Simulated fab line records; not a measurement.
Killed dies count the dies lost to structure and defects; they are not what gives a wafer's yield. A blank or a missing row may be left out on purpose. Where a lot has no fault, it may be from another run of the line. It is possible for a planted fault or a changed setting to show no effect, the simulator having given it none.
2 desks, one fault ; flow berkeley cmos170 ; each desk holds nothing but its own numbers, with what lay behind them at the end

== THE TOOL OWNER'S DESK: implanter-01 ==
For each lot that ran on this tool, the mean over its sampled wafers that have a number, from the tool's own readings at UCB170_PLDD_IMPLANT_09. Any lot whose mean is over 4 standard deviations away from the usual mean is out of limits and marked OUT; that distance is given in the brackets.
Columns: A = dose ions cm2 at UCB170_PLDD_IMPLANT_09, usual 5e+13; B = faraday current uA at UCB170_PLDD_IMPLANT_09, usual 154
lot;first seen here;A;B
L121;day 6 03:01;5e+13;148
L123;day 6 09:45;5e+13;143
L126;day 6 14:07;5e+13;142
L130;day 8 04:13;3e+13 (-99 or more) OUT;109 (-6.3) OUT
L135;day 9 05:36;3e+13 (-99 or more) OUT;106 (-6.8) OUT
This desk's finding: out of limits on L130, L135; first on L130, day 8 04:13 (dose ions cm2 at UCB170_PLDD_IMPLANT_09). L121, L123, L126 stayed within limits.

== METROLOGY DESK ==
Means of the sampled wafers that have a number, per lot and without regard to the tool the lot ran on: this is what the gauges read. Any lot whose mean is over 4 standard deviations away from the usual mean is out of limits and marked OUT; that distance is given in the brackets.
Columns: A = GATE_OXIDE_THK at UCB170_GATE_THK_MEAS_02, usual 6.64 nm; B = PLDD_TW at UCB170_PLDD_TW_MEAS_11, usual 1014; C = PLDD_RS at UCB170_SDANNEAL_RS_MEAS_04, usual 1029.5 ohm/sq
lot;first seen here;A;B;C
L121;day 5 17:46;6.77;1016;1028.6
L123;day 5 23:44;6.66;1018;1027.1
L122;day 5 23:44;6.68;1016;1028.8
L124;day 6 05:25;6.48;1010;1032.0
L126;day 6 05:29;6.44;1023;1023.5
L130;day 7 14:14;6.93;962 (-6.7) OUT;1183.2 (+57) OUT
L129;day 7 14:15;6.79;1004;1032.5
L135;day 8 17:26;6.50;949 (-8.5) OUT;1189.9 (+59) OUT
L136;day 9 11:07;6.59;1004;1032.1
L138;day 9 18:59;6.62;1025;1028.5
L137;day 9 19:00;6.61;1017;1031.2
L141;day 10 05:13;6.38;1017;1030.9
L143;day 10 13:38;6.82;1012;1030.6
L144;day 11 13:21;6.72;1012;1030.6
This desk reports L130, L135 out of limits; the earliest was L130 at day 8 04:28 (PLDD_TW at UCB170_PLDD_TW_MEAS_11). L121, L123, L122, L124, L126, L129, L136, L138, L137, L141, L143, L144 stayed within limits.

== BROUGHT TOGETHER ==
At day 8 04:13, on L130, L135, the tool owner's desk was in a position to raise an alarm.
Metrology desk: alarm possible at day 8 04:28 on L130, L135.
On implanter-01, each named lot ran UCB170_PLDD_IMPLANT_09.

== WHAT THE SIMULATOR PUT IN ==
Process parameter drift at UCB170_PLDD_IMPLANT_09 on implanter-01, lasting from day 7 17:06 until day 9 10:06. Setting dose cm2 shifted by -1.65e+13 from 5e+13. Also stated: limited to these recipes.
Lots struck among those shown: L130, L135.
Counting hours from when the fault started, the first reading out of limits came at 11 for the tool owner's desk and at 11 for the metrology desk.
